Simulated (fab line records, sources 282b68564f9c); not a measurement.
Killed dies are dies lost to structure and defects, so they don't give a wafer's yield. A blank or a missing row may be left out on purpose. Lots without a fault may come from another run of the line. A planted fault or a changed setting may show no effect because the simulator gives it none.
fab line records | flow rit_cmos
record lots=6 wafers=18 last_day=7
route steps=202 shown NWELL@36 PWELL@39 M1@202
lots that met no fault: from a run of the same line without faults
start_h: hours from the record's first day to the start of the lot's first wafer shown | wait_h: hours since the lot's step before | " the same as in the row above | L1.1+2: a row that stands for several wafers | - no value, or no start given | * or withheld: withheld | < > ~ a bound
route shown NAME@n: a module of which the file shows steps, and the number in the route of the first | usual: mean/standard deviation of fault-free wafers | same: alike in all rows | chamber/n: place in a boat | sites: the reading at each site | _std_site: their standard deviation | _edge_site: outer sites' mean less inner sites' | radius_mm: how far each site lies from the wafer's centre | mask NAME#n: copy n | behind: the tool/chamber that last shaped the wafer | hold: why the lot was held/for how many hours/how that ended | device: the transistor (n, p or np) that didn't switch | end of line: the same wafers' tests at the end of the route | a step without rows: its recipe alone | killed: dies lost to structure and defects at the first sort, not the wafer's yield | map: a wafer's dies, x killed, . not, _ none there
set.NAME: the setting as run; set.NAME@STEP: as run at that earlier step | model.NAME: the simulator's own value behind a step, which no gauge read
lots at some steps of the route; a table a step, a row a wafer
services: from which hour (start_h, from the record's first day; less than 0 if before it) a tool's chamber was out of use, for how many hours, and why
## steps
# step RIT_NWELL_IMPLANT_08
# recipe species=P energy_kev=170 dose_cm2=5e+13 tilt_deg=7
# step RIT_NWELL_STRIP_09
# recipe chemistry=O2 time_s=180 resist=NOVOLAK platen_temp_c=withheld power_w=500 pressure_mtorr=4000 o2_flow_sccm=4000
# usual drypump_motor_current_A=5.9/0.46 o2_flow_sccm=4000/11
# columns lot.wafer tool chamber start_h wait_h drypump_motor_current_A o2_flow_sccm rf_hours_counter_h
L402.3 plasma_asher-02 0 21.87 0.1 6.1 4008 -
L402.4 " 1 " " 5.1 4009 -
L402.6 " 1 " " 5.2 3998 -
L405.2 plasma_asher-03 0 35.86 0.1 6.7 3993 42
L405.3 " 1 " " 5.7 4012 -
L405.4 " 0 " " 6.7 3996 -
L409.4 plasma_asher-03 0 55.68 0.1 6.7 4007 -
L409.5 " 1 " " 5.7 3998 -
L409.6 " 0 " " 6.7 4014 -
L410.4 plasma_asher-04 1 62.30 0.1 5.7 3993 -
L410.5 " 1 " " 5.7 4014 -
L410.6 " 0 " " 5.9 4021 -
L413.1 plasma_asher-04 1 75.72 0.1 5.7 4007 45
L413.5 " 0 " " 5.9 3999 -
L413.6 " 1 " " 5.7 4016 -
L425.1 plasma_asher-02 0 135.93 0.1 6.1 4002 53
L425.3 " 0 " " 6.1 4004 -
L425.5 " 1 " " 5.2 4002 -
# step RIT_NWELL_TW_MEAS_10
# usual NWELL_TW=2156/30
# columns lot.wafer tool chamber start_h wait_h NWELL_TW
L402.3 film_metro-03 - 22.01 0.1 2126
L402.4 " - " " 2130
L402.6 " - " " 2140
L405.2 film_metro-02 - 36.05 0.1 2197
L405.3 " - " " 2177
L405.4 " - " " 2191
L409.4 film_metro-03 - 55.82 0.1 2136
L409.5 " - " " 2155
L409.6 " - " " 2152
L410.4 film_metro-03 - 62.45 0.1 2158
L410.5 " - " " 2158
L410.6 " - " " 2148
L413.1 film_metro-03 - 75.90 0.1 2161
L413.5 " - " " 2155
L413.6 " - " " 2164
L425.1 film_metro-02 - 136.10 0.1 2213
L425.3 " - " " 2206
L425.5 " - " " 2196
# step RIT_PWELL_HMDS_00
# recipe prime_time_s=60 prime_temp_c=140
# step RIT_PWELL_COAT_01
# recipe resist=NOVOLAK spin_rpm=2000 resist_thk_nm=1300
# step RIT_PWELL_SOFTBAKE_02
# recipe resist=NOVOLAK temp_c=90 time_s=60
# step RIT_PWELL_EXPOSE_03
# recipe mask_id=M3 na=0.57 target_cd_nm=43700 dose_mj=250
# step RIT_PWELL_PEB_04
# recipe resist=NOVOLAK temp_c=withheld time_s=withheld
# step RIT_PWELL_DEVELOP_05
# recipe resist=NOVOLAK develop_time_s=68 dev_temp_c=23
# step RIT_PWELL_OVL_MEAS_06
# usual PWELL_OVL=-0.7/1.5
# columns lot.wafer tool chamber start_h wait_h PWELL_OVL[nm]
L402.3 overlay-02 - 22.94 - 0.1
L402.4 " - " " -0.2
L402.6 " - " " -2.1
L405.2 overlay-02 - 37.02 - -0.1
L405.3 " - " " -1.2
L405.4 " - " " -0.2
L409.4 overlay-02 - 56.88 - -0.9
L409.5 " - " " 0.2
L409.6 " - " " -1.1
L410.4 overlay-02 - 63.38 - -3.4
L410.5 " - " " -2.7
L410.6 " - " " -0.7
L413.1 overlay-02 - 76.84 - 1.1
L413.5 " - " " -1.6
L413.6 " - " " 0.5
L425.1 overlay-02 - 137.04 - -3.2
L425.3 " - " " 0.2
L425.5 " - " " -0.1
# step RIT_PWELL_HARDBAKE_07
# recipe resist=NOVOLAK temp_c=140 time_s=120
# step RIT_PWELL_IMPLANT_08
# recipe species=B energy_kev=170 dose_cm2=7e+13 tilt_deg=7
# step RIT_PWELL_STRIP_09
# recipe chemistry=O2 time_s=180 resist=NOVOLAK platen_temp_c=withheld power_w=500 pressure_mtorr=4000 o2_flow_sccm=4000
# usual drypump_motor_current_A=5.8/0.57 o2_flow_sccm=3999/11
# columns lot.wafer tool chamber start_h wait_h drypump_motor_current_A o2_flow_sccm rf_hours_counter_h
L402.3 plasma_asher-03 0 23.42 0.1 6.7 3990 -
L402.4 " 1 " " 5.7 3981 -
L402.6 " 1 " " 5.7 3989 -
L405.2 plasma_asher-03 0 37.45 0.1 6.7 3984 42
L405.3 " 0 " " 6.7 4001 -
L405.4 " 1 " " 5.7 4007 -
L409.4 plasma_asher-04 1 57.35 0.1 5.7 3206 -
L409.5 " 0 " " 5.9 3187 -
L409.6 " 1 " " 5.7 3213 -
L410.4 plasma_asher-03 0 63.85 0.1 6.7 4005 -
L410.5 " 1 " " 5.7 3985 -
L410.6 " 0 " " 6.7 3991 -
L413.1 plasma_asher-04 1 77.27 0.1 5.7 3205 45
L413.5 " 1 " " 5.7 3217 -
L413.6 " 0 " " 5.9 3187 -
L425.1 plasma_asher-03 0 137.48 0.1 6.7 4026 52
L425.3 " 1 " " 5.7 4004 -
L425.5 " 0 " " 6.7 3998 -
# step RIT_PWELL_TW_MEAS_10
# usual PWELL_TW=962/14
# columns lot.wafer tool chamber start_h wait_h PWELL_TW
L402.3 film_metro-03 - 23.56 0.1 950
L402.4 " - " " 949
L402.6 " - " " 949
L405.2 film_metro-04 - 37.63 0.1 941
L405.3 " - " " 937
L405.4 " - " " 947
L409.4 film_metro-02 - 57.50 0.1 971
L409.5 " - " " 970
L409.6 " - " " 973
L410.4 film_metro-04 - 64.00 0.1 947
L410.5 " - " " 947
L410.6 " - " " 945
L413.1 film_metro-03 - 77.45 0.1 961
L413.5 " - " " 957
L413.6 " - " " 959
L425.1 film_metro-02 - 137.65 0.1 979
L425.3 " - " " 976
L425.5 " - " " 977
# step RIT_M1_PROBE_99
# usual killed_at_contacts=0.1/0.26 killed_at_front_end=7.5/2.8 killed_dies=7.6/2.8 killed_open=3.9/2.1 killed_short=3.7/1.7
# same gross_dies=264 killed_at_M0_to_M3=0 killed_at_M4_up=0 killed_at_back_side=0 killed_at_other=0
# columns lot.wafer tool chamber start_h wait_h killed_at_contacts killed_at_front_end killed_dies killed_open killed_short
L402.3 prober-01 - 57.64 0.2 0 11 11 5 6
L402.4 prober-01 - 57.69 0.2 0 14 14 7 7
L402.6 prober-01 - 57.79 0.2 0 5 5 2 3
L405.2 prober-02 - 73.63 0.1 0 8 8 4 4
L405.3 prober-02 - 73.68 0.2 0 8 8 3 5
L405.4 prober-02 - 73.73 0.2 0 10 10 4 6
L409.4 prober-02 - 91.93 0.2 0 3 3 2 1
L409.5 prober-02 - 91.98 0.2 0 7 7 1 6
L409.6 prober-02 - 92.03 0.2 0 9 9 6 3
L410.4 prober-01 - 97.60 0.2 0 10 10 6 4
L410.5 prober-01 - 97.65 0.2 0 10 10 4 6
L410.6 prober-01 - 97.70 0.2 0 6 6 4 2
L413.1 prober-02 - 111.55 0.1 0 9 9 5 4
L413.5 prober-02 - 111.75 0.2 0 8 8 5 3
L413.6 prober-02 - 111.80 0.2 0 4 4 1 3
# killed by level:class
L402.3 FOX2:geometric_particle:open=2 GATE:geometric_particle:open=2 REOX:geometric_particle:short=2 SPACER:geometric_particle:short=2 GATE:geometric_particle:short=1 SPACER:geometric_particle:open=1 SILICIDE:geometric_particle:short=1
L402.4 GATE:geometric_particle:short=4 FOX1:geometric_particle:open=3 GATE:geometric_particle:open=3 FOX1:geometric_particle:short=1 FOX2:geometric_particle:short=1 SILICIDE:geometric_particle:short=1 SILICIDE:geometric_particle:open=1
L402.6 GATE:geometric_particle:short=2 FOX1:geometric_particle:open=1 FOX2:geometric_particle:short=1 GATE:geometric_particle:open=1
L405.2 REOX:geometric_particle:open=2 FOX2:geometric_particle:open=1 FOX2:geometric_particle:short=1 GATE:geometric_particle:short=1 GATE:geometric_particle:open=1 REOX:geometric_particle:short=1 SILICIDE:geometric_particle:short=1
L405.3 GATE:geometric_particle:short=2 REOX:geometric_particle:short=2 FOX1:geometric_particle:open=1 FOX2:geometric_particle:short=1 GATE:geometric_particle:open=1 REOX:geometric_particle:open=1
L405.4 GATE:geometric_particle:open=3 SILICIDE:geometric_particle:short=3 GATE:geometric_particle:short=2 FOX1:geometric_particle:open=1 FOX1:geometric_particle:short=1
L409.4 FOX1:geometric_particle:short=1 FOX1:geometric_particle:open=1 REOX:geometric_particle:open=1
L409.5 GATE:geometric_particle:short=3 FOX2:geometric_particle:short=1 REOX:geometric_particle:short=1 SILICIDE:geometric_particle:open=1 SILICIDE:geometric_particle:short=1
L409.6 SILICIDE:geometric_particle:open=4 FOX1:geometric_particle:short=1 FOX1:geometric_particle:open=1 FOX2:geometric_particle:open=1 GATE:geometric_particle:short=1 REOX:geometric_particle:short=1
L410.4 REOX:geometric_particle:open=3 SILICIDE:geometric_particle:open=3 FOX1:geometric_particle:short=1 GATE:geometric_particle:short=1 REOX:geometric_particle:short=1 SPACER:geometric_particle:short=1
L410.5 FOX1:geometric_particle:open=2 FOX1:geometric_particle:short=2 GATE:geometric_particle:short=2 GATE:geometric_particle:open=2 REOX:geometric_particle:short=2
L410.6 FOX1:geometric_particle:open=2 FOX1:geometric_particle:short=2 GATE:geometric_particle:open=1 REOX:geometric_particle:open=1
L413.1 GATE:geometric_particle:short=3 GATE:geometric_particle:open=2 SPACER:geometric_particle:open=2 REOX:geometric_particle:open=1 SPACER:geometric_particle:short=1
L413.5 GATE:geometric_particle:open=3 SPACER:geometric_particle:short=3 SPACER:geometric_particle:open=2
L413.6 SILICIDE:geometric_particle:short=1 GATE:geometric_particle:short=1 REOX:geometric_particle:short=1 REOX:geometric_particle:open=1
## services
# columns tool chamber start_h hours kind
plasma_asher-04 - 108.75 9.0 pm
plasma_asher-04 0 108.75 9.0 vent_cycle
plasma_asher-04 1 108.75 9.0 vent_cycle
plasma_asher-04 0 117.75 - clean
plasma_asher-04 1 117.75 - clean
plasma_asher-03 - 132.28 2.8 pm
## key
first_sign step=RIT_PWELL_STRIP_09 reading=o2_flow_sccm direction=down sigmas=73 usual=3999 struck=3202
effect none on later readings
met_at RIT_PWELL_STRIP_09
struck_wafers L409.4,L409.5,L409.6,L413.1,L413.5,L413.6
tester_left_out L409,L413
fault kind=process_parameter_drift tool=plasma_asher-04 chamber=- onset_h=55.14 steps=RIT_PWELL_STRIP_09 channel=o2_flow_sccm offset=-800 shape=step end_h=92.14 acts_in=these_recipes_only stated=4000
# tester_left_out: of these lots the tester's yield and bins aren't shown, on N5 and GAA mostly nor the transistor test; their killed dies are dies lost to structure and defects alone, not to doping, threshold or leakage, so they don't give the yield
